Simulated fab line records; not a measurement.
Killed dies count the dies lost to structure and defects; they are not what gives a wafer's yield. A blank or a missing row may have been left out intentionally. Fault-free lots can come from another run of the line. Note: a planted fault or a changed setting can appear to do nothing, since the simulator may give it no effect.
Shared-tool check | flow berkeley cmos170 | Sample size 14 lots and 42 wafers

REASON FOR OPENING
Flagged at UCB170_M3_CD_MEAS_90: reading cd nm, on 2 of 14 lots. No-fault wafers: 698 nm, standard deviation 3.
Rule: a lot is flagged in two cases, either no wafer of it has a number, or all its wafers with numbers fall more than 4 standard deviations from that mean. The other lots count as sound.

lot  | measured     | on        | cd nm (nm), wafer by wafer | flag
L636 | day 8 20:01  | cd sem-02 | 702 702 701                |
L635 | day 8 20:17  | cd sem-02 | 700 700 692                |
L637 | day 9 06:07  | cd sem-02 | 699 698 699                |
L638 | day 9 08:46  | cd sem-02 | 697 691 690                |
L640 | day 9 16:13  | cd sem-02 | 693 699 700                |
L639 | day 9 17:46  | cd sem-01 | 695 696 697                |
L641 | day 9 17:53  | cd sem-02 | 700 698 700                |
L642 | day 10 18:51 | cd sem-02 | 714 716 713                | FLAGGED
L647 | day 11 05:02 | cd sem-02 | 714 717 717                | FLAGGED
L652 | day 12 10:11 | cd sem-02 | 693 696 694                |
L654 | day 13 04:31 | cd sem-02 | 700 699 703                |
L656 | day 13 13:34 | cd sem-01 | 699 700 699                |
L657 | day 13 14:10 | cd sem-01 | 699 698 698                |
L658 | day 13 21:00 | cd sem-01 | 698 696 698                |
The numbers of the flagged lots are 715 nm on average: +17 nm against the usual, or +6 standard deviations.

TOOL THAT RAN EACH LOT
Before the reading, the record contains 2 process steps out of a 331-step route. Cell contents, in order: the tool; ch with the chambers the sampled wafers went through; the start.
lot  | flag    | UCB170_M3_METAL_ETCH_18           | UCB170_M3_STRIP_19
L636 |         | rie metal-02 ch 0,1, day 8 19:44  | plasma asher-01 ch 0,1, day 8 19:55
L635 |         | rie metal-01 ch 0,1, day 8 20:02  | plasma asher-01 ch 0,1, day 8 20:11
L637 |         | rie metal-02 ch 0,1, day 9 05:50  | plasma asher-03 ch 0, day 9 06:01
L638 |         | rie metal-01 ch 0,1, day 9 08:30  | plasma asher-04 ch 0,1, day 9 08:40
L640 |         | rie metal-01 ch 0,1, day 9 15:56  | plasma asher-04 ch 0,1, day 9 16:07
L639 |         | rie metal-04 ch 0, day 9 17:29    | plasma asher-04 ch 0, day 9 17:40
L641 |         | rie metal-02 ch 0,1, day 9 17:36  | plasma asher-01 ch 0, day 9 17:47
L642 | FLAGGED | rie metal-02 ch 0,1, day 10 18:34 | plasma asher-03 ch 0,1, day 10 18:45
L647 | FLAGGED | rie metal-02 ch 0,1, day 11 04:44 | plasma asher-03 ch 0,1, day 11 04:54
L652 |         | rie metal-01 ch 0,1, day 12 09:56 | plasma asher-04 ch 0,1, day 12 10:05
L654 |         | rie metal-01 ch 1, day 13 04:14   | plasma asher-04 ch 0,1, day 13 04:25
L656 |         | rie metal-01 ch 0,1, day 13 13:19 | plasma asher-01 ch 0,1, day 13 13:28
L657 |         | rie metal-04 ch 0,1, day 13 13:52 | plasma asher-03 ch 0,1, day 13 14:04
L658 |         | rie metal-01 ch 0,1, day 13 20:43 | plasma asher-01 ch 0,1, day 13 20:52
What these steps do:
- UCB170_M3_METAL_ETCH_18: etches Al in Cl2/BCl3, stops on SiO2, target depth 1170 nm, time 200.3 s.
- UCB170_M3_STRIP_19: strips in O2.
- UCB170_M3_CD_MEAS_90: target cd 700 nm.

FLAGGED OVER TOTAL, TOOL BY TOOL (the gauges that took the reading come last)
step                    | tool            | lots run | flagged | share of the flagged lots | sound lots run after its first flagged lot
UCB170_M3_METAL_ETCH_18 | rie metal-01    | 7        | 0       | none                      | -
UCB170_M3_METAL_ETCH_18 | rie metal-02    | 5        | 2       | all                       | 0
UCB170_M3_METAL_ETCH_18 | rie metal-04    | 2        | 0       | none                      | -
UCB170_M3_STRIP_19      | plasma asher-01 | 5        | 0       | none                      | -
UCB170_M3_STRIP_19      | plasma asher-03 | 4        | 2       | all                       | 1 (L657)
UCB170_M3_STRIP_19      | plasma asher-04 | 5        | 0       | none                      | -
UCB170_M3_CD_MEAS_90    | cd sem-01       | 4        | 0       | none                      | -
UCB170_M3_CD_MEAS_90    | cd sem-02       | 10       | 2       | all                       | 2 (L652,L654)

THE TABLE: WHAT IT ALLOWS
Every flagged lot was run by 3 rows of the table: rie metal-02 at UCB170_M3_METAL_ETCH_18, plasma asher-03 at UCB170_M3_STRIP_19 and cd sem-02 at UCB170_M3_CD_MEAS_90.
- rie metal-02 at UCB170_M3_METAL_ETCH_18 ran 5 lots, 2 of them flagged. It ran its last sound lot, L641, at day 9 17:36 and its first flagged lot, L642, at day 10 18:34: a fault with its onset between the two fits. Its own readings (oes product au) fall more than 4 standard deviations out on all wafers of the flagged lots.
- plasma asher-03 at UCB170_M3_STRIP_19 ran 4 lots, 2 of them flagged. Sound lots ran on it after the first flagged one (L657), which a lasting fault on the whole tool wouldn't allow. Its own readings (oes product au) fall more than 4 standard deviations out on all wafers of the flagged lots.
- cd sem-02 at UCB170_M3_CD_MEAS_90 ran 10 lots, 2 of them flagged. Sound lots ran on it after the first flagged one (L652, L654), which a lasting fault on the whole tool wouldn't allow.
Just one tool remains: rie metal-02 at UCB170_M3_METAL_ETCH_18.

WHAT WAS PUT IN BY THE SIMULATOR
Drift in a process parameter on rie metal-02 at UCB170_M3_METAL_ETCH_18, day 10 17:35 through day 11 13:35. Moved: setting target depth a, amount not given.
Shown lots that were struck: L642, L647. The rule above found the same.
